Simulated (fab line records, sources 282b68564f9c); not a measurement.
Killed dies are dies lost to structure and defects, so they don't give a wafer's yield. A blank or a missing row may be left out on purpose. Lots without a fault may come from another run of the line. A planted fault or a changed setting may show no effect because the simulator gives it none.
fab line records | flow rit_cmos | part 2 of 2: steps 32 to 32 of 32
record lots=5 wafers=23
route steps=202 shown ACTIVE@4 FOX1@20 NWELL@36 PWELL@47 PRETRO@66 NLDD@104 PLDD@122 NSD@132 PSD@147 M1@202
start_h: hours from the record's first day to the start of the lot's first wafer shown | wait_h: hours since the lot's step before | " the same as in the row above | L1.1+2: a row that stands for several wafers | - no value, or no start given | * or withheld: withheld | < > ~ a bound
route shown NAME@n: a module of which the file shows steps, and the number in the route of the first | usual: mean/standard deviation of fault-free wafers | same: alike in all rows | chamber/n: place in a boat | sites: the reading at each site | _std_site: their standard deviation | _edge_site: outer sites' mean less inner sites' | radius_mm: how far each site lies from the wafer's centre | mask NAME#n: copy n | behind: the tool/chamber that last shaped the wafer | hold: why the lot was held/for how many hours/how that ended | device: the transistor (n, p or np) that didn't switch | end of line: the same wafers' tests at the end of the route | a step without rows: its recipe alone | killed: dies lost to structure and defects at the first sort, not the wafer's yield | map: a wafer's dies, x killed, . not, _ none there
set.NAME: the setting as run; set.NAME@STEP: as run at that earlier step | model.NAME: the simulator's own value behind a step, which no gauge read
lots whose settings were changed on purpose; a table a step, a row a wafer
## steps
# step RIT_M1_PROBE_99
# usual killed_at_M0_to_M3=0.0/0.16 killed_at_contacts=0.1/0.32 killed_at_front_end=7.0/2.9 killed_dies=7.2/2.9 killed_open=3.4/2 killed_short=3.7/2.1
# same gross_dies=264 killed_at_M4_up=0 killed_at_back_side=0 killed_at_other=0
# columns lot.wafer tool chamber start_h wait_h set.energy_kev@PLDD_IMPLANT_08 killed_at_M0_to_M3 killed_at_contacts killed_at_front_end killed_dies killed_open killed_short model.etest.pldd.line_ohm_um model.etest.pldd.rs_ohm_sq
L074.1 prober-01 - 69.76 0.1 19.14 0 0 7 7 4 3 169.4 524.6
L074.3 prober-01 - 69.86 0.2 20 0 0 10 10 1 9 149.6 481.8
L074.4 prober-01 - 69.91 0.2 20 0 0 7 7 3 4 153.3 487.3
L074.5 prober-01 - 69.96 0.2 19.14 0 0 3 3 2 1 162.2 517.4
L074.6 prober-01 - 70.01 0.2 20 0 0 14 14 8 6 155.3 487.7
L076.1 prober-02 - 77.19 0.1 20 0 0 8 8 4 4 163.3 509.1
L076.2 prober-02 - 77.24 0.1 20 0 0 9 9 5 4 163 511.2
L076.3 prober-02 - 77.29 0.2 20 0 0 6 6 4 2 162.3 510.3
L076.5 prober-02 - 77.39 0.2 20 0 0 8 8 4 4 156.3 498.5
L076.6 prober-02 - 77.44 0.2 20 0 0 5 5 2 3 163.3 524.3
L080.2 prober-02 - 93.70 0.1 20 0 0 3 3 2 1 153.1 487.1
L080.4 prober-02 - 93.80 0.2 20 0 1 3 4 3 1 154.5 489.5
L080.6 prober-02 - 93.90 0.2 20 0 0 9 9 5 4 149.4 470.4
L081.1 prober-01 - 98.01 0.1 20 0 0 9 9 4 5 167 527.5
L081.3 prober-01 - 98.11 0.2 19.6 0 0 11 11 3 8 161.5 511
L081.4 prober-01 - 98.16 0.2 20 0 0 5 5 1 4 160.2 508.7
L081.5 prober-01 - 98.21 0.2 20 0 0 6 6 1 3 154.6 489.4
L081.6 prober-01 - 98.26 0.2 19.6 0 0 6 6 4 2 161.9 520
L084.1 prober-02 - 109.35 0.1 20 0 0 7 7 3 4 172.9 542
L084.2 prober-02 - 109.40 0.1 18.91 1 0 7 8 3 5 209.5 645
L084.4 prober-02 - 109.50 0.2 18.91 0 0 10 10 7 3 206.3 670
L084.5 prober-02 - 109.55 0.2 20 0 0 8 8 1 7 172.3 547.6
L084.6 prober-02 - 109.60 0.2 20 0 0 10 10 3 7 173.3 544.4
# killed by level:class
L074.1 FOX1:geometric_particle:short=1 FOX1:geometric_particle:open=1 FOX2:geometric_particle:open=1 GATE:geometric_particle:open=1 REOX:geometric_particle:short=1 REOX:geometric_particle:open=1 SILICIDE:geometric_particle:short=1
L074.3 SPACER:geometric_particle:short=6 FOX2:geometric_particle:short=1 GATE:geometric_particle:short=1 SPACER:geometric_particle:open=1 SILICIDE:geometric_particle:short=1
L074.4 FOX1:geometric_particle:short=2 SPACER:geometric_particle:short=2 SPACER:geometric_particle:open=2 SILICIDE:geometric_particle:open=1
L074.5 FOX1:geometric_particle:short=1 FOX1:geometric_particle:open=1 SILICIDE:geometric_particle:open=1
L074.6 GATE:geometric_particle:open=3 SPACER:geometric_particle:short=2 FOX1:geometric_particle:short=1 FOX1:geometric_particle:open=1 FOX2:geometric_particle:open=1 GATE:geometric_particle:short=1 REOX:geometric_particle:open=1 REOX:geometric_particle:short=1
L076.1 FOX1:geometric_particle:open=3 SILICIDE:geometric_particle:short=2 GATE:geometric_particle:short=1 REOX:geometric_particle:open=1 REOX:geometric_particle:short=1
L076.2 GATE:geometric_particle:open=2 REOX:geometric_particle:short=2 REOX:geometric_particle:open=2 FOX1:geometric_particle:open=1 FOX1:geometric_particle:short=1 GATE:geometric_particle:short=1
L076.3 FOX1:geometric_particle:short=1 FOX2:geometric_particle:open=1 GATE:geometric_particle:open=1 REOX:geometric_particle:open=1 SILICIDE:geometric_particle:short=1 SILICIDE:geometric_particle:open=1
L076.5 REOX:geometric_particle:open=2 REOX:geometric_particle:short=2 FOX1:geometric_particle:short=1 GATE:geometric_particle:open=1 SPACER:geometric_particle:open=1 SILICIDE:geometric_particle:short=1
L076.6 GATE:geometric_particle:short=3 SPACER:geometric_particle:open=2
L080.2 GATE:geometric_particle:open=1 GATE:geometric_particle:short=1 REOX:geometric_particle:open=1
L080.4 FOX1:geometric_particle:short=1 GATE:geometric_particle:open=1 SPACER:geometric_particle:open=1 CONTACT:geometric_particle:open=1
L080.6 GATE:geometric_particle:open=3 GATE:geometric_particle:short=3 FOX1:geometric_particle:short=1 REOX:geometric_particle:open=1 SPACER:geometric_particle:open=1
L081.1 GATE:geometric_particle:open=2 FOX1:geometric_particle:short=1 FOX1:geometric_particle:open=1 FOX2:geometric_particle:short=1 GATE:geometric_particle:short=1 REOX:geometric_particle:short=1 SPACER:geometric_particle:short=1 SILICIDE:geometric_particle:open=1
L081.3 GATE:geometric_particle:short=4 FOX1:geometric_particle:short=2 SPACER:geometric_particle:open=2 SPACER:geometric_particle:short=2 REOX:geometric_particle:open=1
L081.4 GATE:geometric_particle:short=2 FOX1:geometric_particle:short=1 FOX2:geometric_particle:short=1 GATE:geometric_particle:open=1
L081.5 NLDD:coat_microbubble_printed=2 GATE:geometric_particle:short=1 REOX:geometric_particle:short=1 SPACER:geometric_particle:open=1 SILICIDE:geometric_particle:short=1
L081.6 GATE:geometric_particle:open=3 FOX1:geometric_particle:open=1 FOX1:geometric_particle:short=1 SILICIDE:geometric_particle:short=1
L084.1 REOX:geometric_particle:open=2 FOX1:geometric_particle:short=1 GATE:geometric_particle:short=1 REOX:geometric_particle:short=1 SPACER:geometric_particle:short=1 SPACER:geometric_particle:open=1
L084.2 REOX:geometric_particle:short=2 FOX1:geometric_particle:short=1 FOX2:geometric_particle:open=1 FOX2:geometric_particle:short=1 GATE:geometric_particle:open=1 REOX:geometric_particle:open=1 M1:geometric_particle:short=1
L084.4 GATE:geometric_particle:open=3 REOX:geometric_particle:open=2 FOX1:geometric_particle:open=1 FOX2:geometric_particle:open=1 REOX:geometric_particle:short=1 SPACER:geometric_particle:short=1 SILICIDE:geometric_particle:short=1
L084.5 GATE:geometric_particle:short=3 SILICIDE:geometric_particle:short=2 FOX2:geometric_particle:open=1 FOX2:geometric_particle:short=1 SPACER:geometric_particle:short=1
L084.6 SILICIDE:geometric_particle:short=3 REOX:geometric_particle:open=2 REOX:geometric_particle:short=2 FOX2:geometric_particle:short=1 GATE:geometric_particle:short=1 SILICIDE:geometric_particle:open=1
## key
split step=RIT_ACTIVE_CVD_03 setting=time_s stated=1500 by=lot
response step=RIT_ACTIVE_CVD_03 reading=model.Si3N4_of_ACTIVE_CVD_03.thk_nm change=+1.63 per=1% r=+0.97
response step=RIT_ACTIVE_THK_MEAS_04 reading=ACTIVE_NITRIDE_THK change=+1.64 per=1% r=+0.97
response step=RIT_ACTIVE_ETCH_13 reading=model.etch.depth_nm change=+1.63 per=1% r=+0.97
response step=RIT_FOX1_OXIDATION_00 reading=model.Si3N4_of_ACTIVE_CVD_03.thk_nm change=+1.67 per=1% r=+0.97
split step=RIT_ACTIVE_ETCH_13 setting=rf_w stated=125 by=wafer
response none clear
split step=RIT_FOX1_OXIDATION_00 setting=temp_c stated=1100 by=lot
response none clear
split step=RIT_NWELL_IMPLANT_08 setting=energy_kev stated=170 by=wafer
response step=RIT_NWELL_IMPLANT_08 reading=model.implant.rp_nm change=+2.16 per=1% r=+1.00
response step=RIT_NWELL_IMPLANT_08 reading=model.implant.drp_nm change=+0.513 per=1% r=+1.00
split step=RIT_PWELL_IMPLANT_08 setting=energy_kev stated=170 by=wafer
response step=RIT_PWELL_IMPLANT_08 reading=model.implant.rp_nm change=+3.63 per=1% r=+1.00
response step=RIT_PWELL_IMPLANT_08 reading=model.implant.drp_nm change=+0.276 per=1% r=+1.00
split step=RIT_PRETRO_SOFTBAKE_02 setting=temp_c stated=90 by=wafer
response step=RIT_PRETRO_DEVELOP_05 reading=model.NOVOLAK_of_PRETRO_COAT_01.thk_nm change=-3.2 per=1% r=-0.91
split step=RIT_PRETRO_IMPLANT_08 setting=energy_kev stated=45 by=wafer
response step=RIT_PRETRO_IMPLANT_08 reading=model.implant.rp_nm change=+1.35 per=1% r=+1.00
response step=RIT_PRETRO_IMPLANT_08 reading=model.implant.drp_nm change=+0.331 per=1% r=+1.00
split step=RIT_NLDD_COAT_01 setting=resist_thk_nm stated=1000 by=wafer
response step=RIT_NLDD_COAT_01 reading=model.NOVOLAK_of_NLDD_COAT_01.thk_nm change=+10.1 per=1% r=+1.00
response step=RIT_NLDD_HARDBAKE_07 reading=model.NOVOLAK_of_NLDD_COAT_01.thk_nm change=+8.84 per=1% r=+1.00
split step=RIT_NLDD_IMPLANT_08 setting=dose_cm2 stated=5e+14 by=wafer
response step=RIT_NLDD_TW_MEAS_10 reading=NLDD_TW change=+6.24 per=1% r=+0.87
response step=RIT_SDANNEAL_RS_MEAS_07 reading=NLDD_RS change=-1.19 per=1% r=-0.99
split step=RIT_PLDD_IMPLANT_08 setting=energy_kev stated=20 by=wafer
response step=RIT_PLDD_IMPLANT_08 reading=model.implant.rp_nm change=+0.137 per=1% r=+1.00
response step=RIT_PLDD_IMPLANT_08 reading=model.implant.drp_nm change=+0.069 per=1% r=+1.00
response step=RIT_PLDD_TW_MEAS_10 reading=PLDD_TW change=+6.92 per=1% r=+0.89
response step=RIT_SDANNEAL_RS_MEAS_06 reading=PLDD_RS change=-0.698 per=1% r=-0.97
response step=RIT_M1_PROBE_99 reading=model.etest.pldd.rs_ohm_sq change=-15 per=1% r=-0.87
response step=RIT_M1_PROBE_99 reading=model.etest.pldd.line_ohm_um change=-4.78 per=1% r=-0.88
split step=RIT_NSD_COAT_01 setting=resist_thk_nm stated=1000 by=wafer
response step=RIT_NSD_COAT_01 reading=model.NOVOLAK_of_NSD_COAT_01.thk_nm change=+10.1 per=1% r=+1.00
response step=RIT_NSD_HARDBAKE_07 reading=model.NOVOLAK_of_NSD_COAT_01.thk_nm change=+8.87 per=1% r=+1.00
split step=RIT_PSD_DEVELOP_05 setting=dev_temp_c stated=23 by=wafer
response none clear
